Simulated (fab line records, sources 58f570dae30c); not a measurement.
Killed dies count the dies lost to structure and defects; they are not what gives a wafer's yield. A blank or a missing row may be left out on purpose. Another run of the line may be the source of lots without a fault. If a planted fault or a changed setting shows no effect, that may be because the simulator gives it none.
Struck lot and sound lot, side by side || flow berkeley cmos170 || 33 steps out of a route of 331
Sound: these wafers, L706.4, L706.5, L706.6. Wafers struck: L718.3, L718.4, L718.6. Last of all comes the cause.
Order at every step that has rows: each side's tool, ch and its chambers, its first start. Under that, the readings that differ: sound wafers || struck wafers || difference of the means || sigmas: that difference in standard deviations of wafers without a fault.
alike: readings whose means differ by less than 2 such deviations, and words and numbers that are the same on both sides. not compared: withheld readings, readings that some wafer has no value for, bounds like >300 that may hide the same value, and numbers for which the record gives no deviation and whose values overlap.
A row with sigmas, a row that says differs or no value, or rows on one side alone: a step with any of these is where the two part. Numbers that have no deviation but don't overlap get no sigmas and don't part them. Lack of a reading on every wafer of one side parts them only where that side has two or more wafers.

first, 6 steps without rows for these wafers: UCB170_SDANNEAL_RTA_01 (time 5 s); UCB170_SILICIDE_PRE_CLEAN_00 (preclean etch time 60 s); UCB170_SILICIDE_SPUTTER_01 (material Ti, target thk 30 nm, time 25 s); UCB170_SILICIDE_RTA_04 (time 15 s); UCB170_SILICIDE_WET_ETCH_05 (etches Ti in SPM, time 45 s); UCB170_CONTACT_CLEAN_00 (cleans in SPM, time 600 s).
UCB170_CONTACT_CVD_01: deposits PSG from SiH4/O2/PH3, target thk 700 nm, time 2820 s.
  sound on lpcvd-02 ch 1, day 8 09:28; struck on lpcvd-02 ch 0, day 12 09:04
{"reading": "model.PSG_of_CONTACT_CVD_01.thk nm (nm)", "sound": "709.1 700.6 703.1", "struck": "620 618.3 616.5", "difference": -86, "sigmas": ""}
UCB170_CONTACT_THK_MEAS_02:
  struck on film metro-03, day 12 10:52; sound on film metro-04, day 8 11:17
{"reading": "CONTACT_PSG_THK (nm)", "sound": "709 701 703", "struck": "620 618 617", "difference": -86, "sigmas": -10}
then, 13 steps without rows for these wafers: UCB170_CONTACT_HMDS_03 (prime time 60 s); UCB170_CONTACT_COAT_04 (resist thk 900 nm); UCB170_CONTACT_SOFTBAKE_05 (time 60 s); UCB170_CONTACT_STRIP_06 (strips in O2); UCB170_CONTACT_CLEAN_07 (cleans in SPM, time 600 s); UCB170_CONTACT_RTA_08 (time 10 s); UCB170_CONTACT_COAT_09; UCB170_CONTACT_COAT_10 (resist thk 900 nm); UCB170_CONTACT_SOFTBAKE_11 (time 60 s); UCB170_CONTACT_EXPOSE_12 (exposes mask CONT, target cd 700 nm); UCB170_CONTACT_PEB_13; UCB170_CONTACT_DEVELOP_14 (develop time 45 s); UCB170_CONTACT_ETCH_17 (etches BARC in N2/H2).
UCB170_CONTACT_ETCH_18: etches PSG in CHF3/CF4/Ar, stops on TiSi2, target depth 840 nm, time 195 s.
  sound on rie diel-03 ch 1,2,3; struck on rie diel-03 ch 0,1,3
{"reading": "oes product au (a.u.)", "sound": "0.908 0.903 0.899", "struck": "0.832 0.828 0.841", "difference": -0.070, "sigmas": -5}
{"reading": "model.CONTACT.feature depth nm (nm)", "sound": "709.1 700.6 703.1", "struck": "620 618.3 616.5", "difference": -86, "sigmas": ""}
{"reading": "model.etch.depth nm (nm)", "sound": "709.1 700.6 703.1", "struck": "620 618.3 616.5", "difference": -86, "sigmas": ""}
  alike: drypump motor current A, mfc ar sccm, rf fwd power W, throttle valve pct
  not compared: rf hours counter h
then, 9 steps without rows for these wafers: UCB170_CONTACT_STRIP_19 (strips in O2); UCB170_CONTACT_CLEAN_20 (cleans in SPM, time 600 s); UCB170_M1_SPUTTER_00 (material Al, target thk 600 nm, time 80 s); UCB170_M1_COAT_03; UCB170_M1_COAT_04 (resist thk 900 nm); UCB170_M1_SOFTBAKE_05 (time 60 s); UCB170_M1_EXPOSE_06 (exposes mask METAL1, target cd 700 nm); UCB170_M1_PEB_07; UCB170_M1_DEVELOP_08 (develop time 45 s).
UCB170_M1_METAL_ETCH_12: etches Al in Cl2/BCl3, stops on PSG, target depth 780 nm, time 130 s.
  sound on rie metal-02 ch 0,1, day 8 15:27; struck on rie metal-02 ch 0,1, day 12 16:04
{"reading": "model.PSG_of_CONTACT_CVD_01.thk nm (nm)", "sound": "670.6 661.8 665.4", "struck": "582.6 579.7 578", "difference": -85.8, "sigmas": ""}
  alike: drypump motor current A, oes product au, rf fwd power W, throttle valve pct
  not compared: rf hours counter h
UCB170_M3_PROBE_99:
  struck on prober-02, day 13 06:11; sound on prober-02, day 9 03:20
{"reading": "model.etest.field p metal.vt v (V)", "sound": "-59.41 -58.98 -58.68", "struck": "-54.36 -55.22 -55.56", "difference": "+3.98", "sigmas": ""}
{"reading": "model.etest.field n metal.vt v (V)", "sound": "52.66 52.34 51.95", "struck": "47.77 48.47 48.68", "difference": -4.01, "sigmas": ""}
  not compared: model.etest.antenna contact.vt shift v

## WHERE THEY PART
At UCB170_CONTACT_THK_MEAS_02 first; at UCB170_CONTACT_ETCH_18 last (within this record only). Later steps at which nothing parts them and some readings are alike: UCB170_M1_METAL_ETCH_12.

WHY: the cause the simulator had injected
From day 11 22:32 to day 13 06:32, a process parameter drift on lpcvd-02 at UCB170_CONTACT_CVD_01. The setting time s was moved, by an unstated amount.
